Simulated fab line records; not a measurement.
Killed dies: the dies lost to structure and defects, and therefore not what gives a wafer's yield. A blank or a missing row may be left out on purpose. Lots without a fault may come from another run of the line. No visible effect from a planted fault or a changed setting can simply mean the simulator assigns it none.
Comparing a struck lot with a sound one	flow ritCmos	22 steps out of a route of 202
Sound: wafers L809.2, L809.3, L809.4. Struck: wafers L803.4, L803.5, L803.6. At the end, the cause is stated.
For every step that has rows: the tool of each side, followed by ch and its chambers, followed by its first start. Under that, the readings that differ: sound wafers	struck wafers	difference of the means	sigmas: that difference in standard deviations of wafers without a fault.
alike: words and numbers the same on both sides, and readings whose means are apart by under 2 such deviations; not compared: readings that were withheld, readings missing a value for some wafer, numbers with overlapping values and no deviation given by the record, and bounds like >300 which may hide the same value.
A row with sigmas, a row that says differs or no value, or rows on one side alone: a step with any of these is where the two part. Numbers that don't overlap but have no deviation are shown without sigmas and don't part them. Lack of a reading on every wafer of one side parts them only where that side has two or more wafers.

first, 2 steps without rows for these wafers: RIT_NSD_HARDBAKE_07 (time 60 s); RIT_NSD_IMPLANT_08.
RIT_NSD_STRIP_09: strips in O2, time 180 s.
  sound on plasmaAsher-01 ch 0,1, day 6 13:43; struck on plasmaAsher-01 ch 0,1, day 4 20:28
  alike: drypumpMotorCurrentA
  not compared: rfHoursCounterH
RIT_NSD_TW_MEAS_10:
  sound: filmMetro-04 at day 6 13:53; struck: filmMetro-04 at day 4 20:37
  alike: NSD_TW
then, 6 steps without rows for these wafers: RIT_PSD_HMDS_00 (prime time 60 s); RIT_PSD_COAT_01 (resist thk 1000 nm); RIT_PSD_SOFTBAKE_02 (time 60 s); RIT_PSD_EXPOSE_03 (exposes mask M10, target cd 40900 nm); RIT_PSD_PEB_04; RIT_PSD_DEVELOP_05 (develop time 50 s).
RIT_PSD_OVL_MEAS_06:
  sound: overlay-02 at day 6 15:03; struck: overlay-01 at day 4 21:43
  alike: PSD_OVL
then, 1 step without rows for these wafers: RIT_PSD_HARDBAKE_07 (time 60 s).
RIT_PSD_IMPLANT_08:
  sound on implanter-01 ch 0, day 6 15:29; struck on implanter-03 ch 0, day 4 21:58
reading	sound	struck	difference	sigmas
doseIonsCm2	4.998e+15 5.001e+15 5.003e+15	1e+15 1.002e+15 1e+15	-4e+15	-99 or more
endStationPressureTorr (Torr)	1.35e-05 1.34e-05 1.35e-05	7.3e-06 7.4e-06 7.9e-06	-5.9e-06	-5
faradayCurrentUA	11381 11244 11254	3152 3202 3143	-8127	-8
  alike: tiltDeg
RIT_PSD_STRIP_09: strips in O2, time 180 s.
  sound on plasmaAsher-04 ch 0,1, day 6 15:36; struck on plasmaAsher-04 ch 0,1, day 4 22:05
  alike: drypumpMotorCurrentA
  not compared: rfHoursCounterH
RIT_PSD_TW_MEAS_10:
  sound: filmMetro-04 at day 6 15:47; struck: filmMetro-01 at day 4 22:14
reading	sound	struck	difference	sigmas
PSD_TW	3440 3428 3442	2607 2605 2608	-830	-31
then, 3 steps without rows for these wafers: RIT_SDANNEAL_CLEAN_00 (cleans in SC1, time 600 s); RIT_SDANNEAL_CLEAN_01 (cleans in dHF, time 30 s); RIT_SDANNEAL_CLEAN_02 (cleans in SC2, time 600 s).
RIT_SDANNEAL_RTA_03: time 5 s.
  sound on rtpAnneal-02 ch 0, day 6 16:13; struck on rtpAnneal-02 ch 0, day 4 22:40
  alike: chamberO2Ppm, wafer_temp_C_max
RIT_SDANNEAL_RS_MEAS_04: a four-point-probe measurement.
  sound: filmMetro-04 at day 6 16:17; struck: filmMetro-02 at day 4 22:46
reading	sound	struck	difference	sigmas
PSD_RS (ohm/sq)	115.5 115.6 115.4	152.2 153.9 152.4	+37.3	+99 or more
RIT_SDANNEAL_RS_MEAS_05: a four-point-probe measurement.
  sound: filmMetro-04 at day 6 16:24; struck: filmMetro-02 at day 4 22:53
  alike: NSD_RS
next, for these wafers, 1 step has no rows: RIT_M1_PROBE_99.

== WHERE THEY PART ==
At RIT_PSD_IMPLANT_08 first; at RIT_SDANNEAL_RS_MEAS_04 last (within this record only). Later steps at which nothing parts them and some readings are alike: RIT_SDANNEAL_RS_MEAS_05.

WHY: the cause the simulator had injected
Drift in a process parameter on implanter-03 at RIT_PSD_IMPLANT_08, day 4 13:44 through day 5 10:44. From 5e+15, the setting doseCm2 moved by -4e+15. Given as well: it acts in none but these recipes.
